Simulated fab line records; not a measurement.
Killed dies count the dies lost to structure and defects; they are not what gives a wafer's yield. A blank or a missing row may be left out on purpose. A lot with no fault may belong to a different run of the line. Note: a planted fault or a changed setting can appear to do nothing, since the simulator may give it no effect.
Split-lot trial -- flow berkeley_cmos170 -- route with 331 steps; 5 lots, 23 wafers read

== ABOUT THE SPLIT ==
At UCB170_PFIELD_IMPLANT_07, the setting energy_kev was moved away from the recipe's 80 on 12 of the 23 wafers read, by -5.7% to +3.2%. All remaining wafers had this setting at the recipe value.

Reading taken at the split's own step.

== THE READING ==
In nm, at UCB170_PFIELD_IMPLANT_07: implant.drp_nm, which is the simulator's own figure and was read by no gauge. The file gives no usual value for it.

wafer,"tool, chamber at the split",energy_kev as run,against the recipe,"implant.drp_nm, nm",against lot-mates on the recipe
L074.1,"implanter-02, 0",81.97,+2.5%,75.72,+0.86
L074.4,"implanter-02, 0",81.97,+2.5%,75.72,+0.86
L074.5,"implanter-02, 0",81.97,+2.5%,75.72,+0.86
L074.2,"implanter-02, 0",80,recipe,74.86,-
L074.3,"implanter-02, 0",80,recipe,74.86,-
L075.1,"implanter-04, 0",80,recipe,74.86,-
L075.3,"implanter-04, 0",80,recipe,74.86,-
L075.2,"implanter-04, 0",76.37,-4.5%,73.18,-1.68
L075.5,"implanter-04, 0",76.37,-4.5%,73.18,-1.68
L075.6,"implanter-04, 0",76.37,-4.5%,73.18,-1.68
L080.1,"implanter-02, 0",80,recipe,74.86,-
L080.3,"implanter-02, 0",80,recipe,74.86,-
L080.4,"implanter-02, 0",80,recipe,74.86,-
L081.1,"implanter-02, 0",75.41,-5.7%,72.72,-2.14
L081.4,"implanter-02, 0",75.41,-5.7%,72.72,-2.14
L081.6,"implanter-02, 0",75.41,-5.7%,72.72,-2.14
L081.2,"implanter-02, 0",80,recipe,74.86,-
L081.5,"implanter-02, 0",80,recipe,74.86,-
L085.1,"implanter-01, 0",82.58,+3.2%,75.98,+1.12
L085.2,"implanter-01, 0",82.58,+3.2%,75.98,+1.12
L085.3,"implanter-01, 0",82.58,+3.2%,75.98,+1.12
L085.5,"implanter-01, 0",80,recipe,74.86,-
L085.6,"implanter-01, 0",80,recipe,74.86,-

THE FIT
A straight line over all 23 wafers: implant.drp_nm changes by +0.365 nm for each +1% of energy_kev; r = +1.00; the points scatter about the line by 0.023 nm.
The same after taking each lot's own level away (the mean of its wafers on the recipe; 23 wafers): +0.365 nm for each +1%; r = +1.00; scatter 0.023 nm.
That fit puts the effect of the largest move of energy_kev on the reading at 2.1 nm.
The lots' own levels span 74.860 to 74.860 nm.
Consequently the slope shifts little with the lot-to-lot level, the two slopes agreeing.
Check: -2.11 nm against its lot-mates is what the line predicts for one of the wafers moved furthest among these (-5.7%) when that wafer is left out of the fit. Against them it came out at -2.14 nm.

== THE OTHER SPLITS THESE WAFERS WENT THROUGH ==
Note: prior to the reading, these wafers also went through further splits. Each is held against what the fit with the lots' levels taken away leaves over:
other split on the same wafers,wafers away from the commonest value,r with implant.drp_nm (lot level and that fit taken away)
UCB170_START_OXIDATION_02 temp_c,18,-0.32
UCB170_NWELL_CVD_04 nh3_flow_sccm,15,-0.03
UCB170_PWELL_CVD_05 time_s,15,+0.10
UCB170_WELLDRIVE_OXIDATION_01 temp_c,18,-0.09
UCB170_ACTIVE_STRIP_16 power_w,12,-0.32

== THE WHOLE CHAIN: every reading that the file lists as answering this split, in the file's order ==
step,what it does,reading,change (the file's fit),r (the file's)
UCB170_PFIELD_IMPLANT_07,,"implant.rp_nm (the simulator's own value, which no gauge read)",+2.09 nm for each +1% of the setting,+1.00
UCB170_PFIELD_IMPLANT_07,,"implant.drp_nm (the simulator's own value, which no gauge read)",+0.366 nm for each +1% of the setting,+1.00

== FILE'S OWN FIT ==
implant.drp_nm changes by +0.366 nm for each +1% of energy_kev, r = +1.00.
